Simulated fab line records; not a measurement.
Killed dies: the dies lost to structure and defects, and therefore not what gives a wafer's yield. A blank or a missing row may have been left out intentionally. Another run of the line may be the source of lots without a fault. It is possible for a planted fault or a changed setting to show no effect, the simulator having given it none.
Problem report, 8D (eight disciplines) form, completed by code | flow berkeley_cmos170 | the parts of the form that need people (team, actions taken, sign-off) are left out

== 1. THE ISSUE ==
rf_fwd_power_W at UCB170_V2_ETCH_14 reads a mean of 614.2 W on 2 wafers of 2 lots; wafers without a fault read 698.1 W with a standard deviation of 2.2. Relative to the usual mean, that is a shift of -38 standard deviations.
The step: etches SiO2 in CHF3/CF4/Ar, stops on Al, target depth 1250 nm, time 291 s.
First seen on wafer L336.2, day 10 03:33, on rie_diel-02. At this step, 42 wafers from 14 lots have a number in the record. Rule for "out", or "out of limits": more than 4 standard deviations from the usual mean. All remaining wafers that have a number are taken as sound.

== 2. WHAT IT IS; WHAT IT IS NOT ==
question                    | is                | is not
which readings at this step | rf_fwd_power_W    | drypump_motor_current_A, oes_product_au, throttle_valve_pct
which lots                  | L335, L336        | L327, L328, L329, L331, L332, L341, L342, L344, L347, L348, L349, L350
which wafers of those lots  | L335.2, L336.2    | L335.1, L335.6, L336.3, L336.4
read on which tools         | rie_diel-02       | rie_diel-01, rie_diel-03
when                        | from day 10 03:33 | up to then (17 sound wafers); but 23 sound wafers of L335, L341, L342, L344, L347, L348, L349, L350 came after

== 3. SUSPECTS, AND WHAT RULES EACH OUT ==
Counting: any tool at a process step up to the reading remains a suspect provided it ran every lot that is out. Sound lots after the first of them don't rule it out here, since some wafers of a struck lot are sound.
- plasma_asher-01 at UCB170_M2_STRIP_07 (strips in O2): kept. Ran every lot that is out, first one L336 (day 9 23:56); last sound lot up to then L327 (day 8 05:32).
- rie_diel-02 at UCB170_V2_ETCH_14 (etches SiO2 in CHF3/CF4/Ar, stops on Al, target depth 1250 nm, time 291 s): kept. Ran every lot that is out, first one L336 (day 10 03:33); last sound lot up to then L332 (day 9 16:17). On those wafers its own readings are out: rf_fwd_power_W.
- In rie_diel-02 at UCB170_V2_ETCH_14, the wafers that are out were processed in chamber 0 and their sound lot-mates in chambers 1, 2.
What counting leaves: plasma_asher-01 at UCB170_M2_STRIP_07 and rie_diel-02 at UCB170_V2_ETCH_14.

== 4. THE CAUSE (what the simulator had put in) ==
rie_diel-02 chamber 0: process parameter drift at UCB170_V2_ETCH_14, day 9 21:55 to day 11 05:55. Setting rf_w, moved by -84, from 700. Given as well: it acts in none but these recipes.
This tool is one of the 2 suspects left after counting.

== 5. SEQUENCE OF EFFECTS, ordered by route ==
Each row: a reading where the mean over the struck wafers with a number is more than 3 standard deviations away from the usual. Readings are gone through only where the record gives a usual standard deviation; hours: the median, over the lots, of the time from a lot's start at the first step in this table giving one to that lot's start at this step; sigmas: the change measured in usual standard deviations.
hours | step               | reading                  | usual   | on struck wafers | change | sigmas
0     | UCB170_V2_ETCH_14  | rf_fwd_power_W           | 698.1 W | 614.2            | -83.9  | -38
0     | UCB170_V2_STRIP_15 | strip_time_to_endpoint_s | 15.27 s | 15.72            | +0.45  | +4.1
Its process steps:
- UCB170_V2_ETCH_14: etches SiO2 in CHF3/CF4/Ar, stops on Al, target depth 1250 nm, time 291 s.
- UCB170_V2_STRIP_15: strips in O2.

== 6. WHAT WOULD HAVE CAUGHT IT SOONER ==
The fault began at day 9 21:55; the first out-of-limits reading in this record came at day 10 03:33, 6 hours later.
